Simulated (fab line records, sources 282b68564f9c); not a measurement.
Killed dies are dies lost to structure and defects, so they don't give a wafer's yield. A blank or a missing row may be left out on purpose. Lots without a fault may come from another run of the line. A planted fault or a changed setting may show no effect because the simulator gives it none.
Chamber matching | flow rit_cmos | RIT_GATE_ETCH_19 on rie_si-01: 4 sister chambers
The step etches poly-Si in SF6/CHF3/O2, stops on SiO2, time 165 s, target depth 312.5 nm. 4 wafers are shown with their chamber, then 7 later ones without.

WAFERS WITH THEIR CHAMBER
wafer  | chamber | drypump_motor_current_A (A)
L461.1 | 1       | 5.59
L467.6 | 0       | 5.88
L469.2 | 2       | 5.76
L469.3 | 3       | 5.30

WAFERS WITHOUT THEIR CHAMBER
wafer  | drypump_motor_current_A (A)
L469.6 | 5.29
L472.1 | 5.26
L472.3 | 5.59
L472.4 | 5.77
L471.1 | 5.77
L471.2 | 5.58
L471.3 | 5.30

WHICH CHAMBER EACH WENT THROUGH
wafer  | from the rows above | in truth
L469.6 | 3                   | 3
L472.1 | 3                   | 3
L472.3 | 1                   | 1
L472.4 | 2                   | 2
L471.1 | 2                   | 2
L471.2 | 1                   | 1
L471.3 | 3                   | 3
Placed correctly: 7 of 7. Can't be placed from these rows: 0. Placed wrongly: 0.
How it was worked out, from the rows above alone: a wafer's distance from a chamber is the root of the sum, over the readings, of the square of ((its reading less the chamber's mean) divided by the reading's scatter). The wafer belongs to the nearest chamber; if the next one is less than 2 further off, it can't be placed. A chamber's mean is the mean of its shown wafers. The scatter: with one shown wafer a chamber, the root of the mean of the squares of how far each hidden wafer lies from its nearest shown one.
